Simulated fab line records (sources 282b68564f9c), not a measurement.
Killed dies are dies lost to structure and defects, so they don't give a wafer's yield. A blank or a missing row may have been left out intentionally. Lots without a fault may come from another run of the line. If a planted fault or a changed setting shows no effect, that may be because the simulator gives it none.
Struck lot and sound lot, side by side	flow ritCmos	21 out of 202 route steps
Sound: wafers L134.2, L134.3, L134.6. Wafers struck: L138.1, L138.4, L138.6. The cause is given at the end.
At each step with rows: each side's tool, then ch and its chambers, then its first start. Under that, the readings that differ: sound wafers	struck wafers	difference of the means	sigmas: that difference in standard deviations of wafers without a fault.
alike: a reading whose means differ by less than 2 such deviations, as well as words and numbers matching on both sides. not compared: withheld readings; readings where some wafer has no value; bounds like >300 that might hide an equal value; numbers whose values overlap and for which the record gives no deviation.
The two part at a step that has a row with sigmas, a row that says differs or no value, or rows on one side only. Numbers that have no deviation but don't overlap get no sigmas and don't part them. A reading missing from all wafers of one side parts the sides only when that side holds two or more wafers.

first, 4 steps without rows for these wafers: RIT_NLDD_SOFTBAKE_02 (time 60 s); RIT_NLDD_EXPOSE_03 (exposes mask M7, target cd 40700 nm); RIT_NLDD_PEB_04; RIT_NLDD_DEVELOP_05 (develop time 50 s).
RIT_NLDD_OVL_MEAS_06:
  sound on overlay-01 at day 4 04:56; struck on overlay-02 at day 5 01:43
reading	sound	struck	difference	sigmas
NLDD_OVL (nm)	-5.5 -3.1 -3.3	3.0 1.4 1.4	+5.9	+4
then, 2 steps without rows for these wafers: RIT_NLDD_HARDBAKE_07 (time 60 s); RIT_NLDD_IMPLANT_08.
RIT_NLDD_STRIP_09: strips in O2, time 180 s.
  sound on plasmaAsher-04 ch 1, day 4 05:16; struck on plasmaAsher-04 ch 0, day 5 02:02
reading	sound	struck	difference	sigmas
drypumpMotorCurrentA (A)	6.1 6.1 6.0	5.3 5.3 5.3	-0.8	-2
  not compared: rfHoursCounterH
RIT_NLDD_TW_MEAS_10:
  sound on filmMetro-04 at day 4 05:27; struck on filmMetro-04 at day 5 02:13
  alike: NLDD_TW
then, 3 steps without rows for these wafers: RIT_PLDD_HMDS_00 (prime time 60 s); RIT_PLDD_COAT_01 (resist thk 1000 nm); RIT_PLDD_SOFTBAKE_02 (time 60 s).
RIT_PLDD_EXPOSE_03: exposes mask M8, target cd 40900 nm.
  sound on ilineStepper-02 ch 0, day 4 05:58; struck on ilineStepper-01 ch 0, day 5 02:44
reading	sound	struck	difference	sigmas
mask	M8#0 M8#0 M8#0	M7#0 M7#0 M7#0	differs	
then, 2 steps without rows for these wafers: RIT_PLDD_PEB_04; RIT_PLDD_DEVELOP_05 (develop time 50 s).
RIT_PLDD_OVL_MEAS_06:
  sound on overlay-02 at day 4 06:22; struck on overlay-02 at day 5 03:08
reading	sound	struck	difference	sigmas
PLDD_OVL (nm)	-1.5 0.1 -3.2	- - -	no value on the struck wafers	
then, 2 steps without rows for these wafers: RIT_PLDD_HARDBAKE_07 (time 60 s); RIT_PLDD_IMPLANT_08.
RIT_PLDD_STRIP_09: strips in O2, time 180 s.
  sound on plasmaAsher-01 ch 0,1, day 4 06:41; struck on plasmaAsher-03 ch 0,1, day 5 03:28
  alike: drypumpMotorCurrentA
  not compared: rfHoursCounterH
RIT_PLDD_TW_MEAS_10:
  sound on filmMetro-02 at day 4 06:52; struck on filmMetro-02 at day 5 03:52
reading	sound	struck	difference	sigmas
PLDD_TW	2346 2340 2356	30 30 30	-2317	-99 or more
  not compared: hold
RIT_M1_PROBE_99:
  rows exist in the record for the sound wafers here (prober-02, day 4 20:37), none for the struck ones

== WHERE THEY PART ==
At RIT_NLDD_OVL_MEAS_06 first; at RIT_M1_PROBE_99 last (within this record only).

WHY: what had been put in by the simulator
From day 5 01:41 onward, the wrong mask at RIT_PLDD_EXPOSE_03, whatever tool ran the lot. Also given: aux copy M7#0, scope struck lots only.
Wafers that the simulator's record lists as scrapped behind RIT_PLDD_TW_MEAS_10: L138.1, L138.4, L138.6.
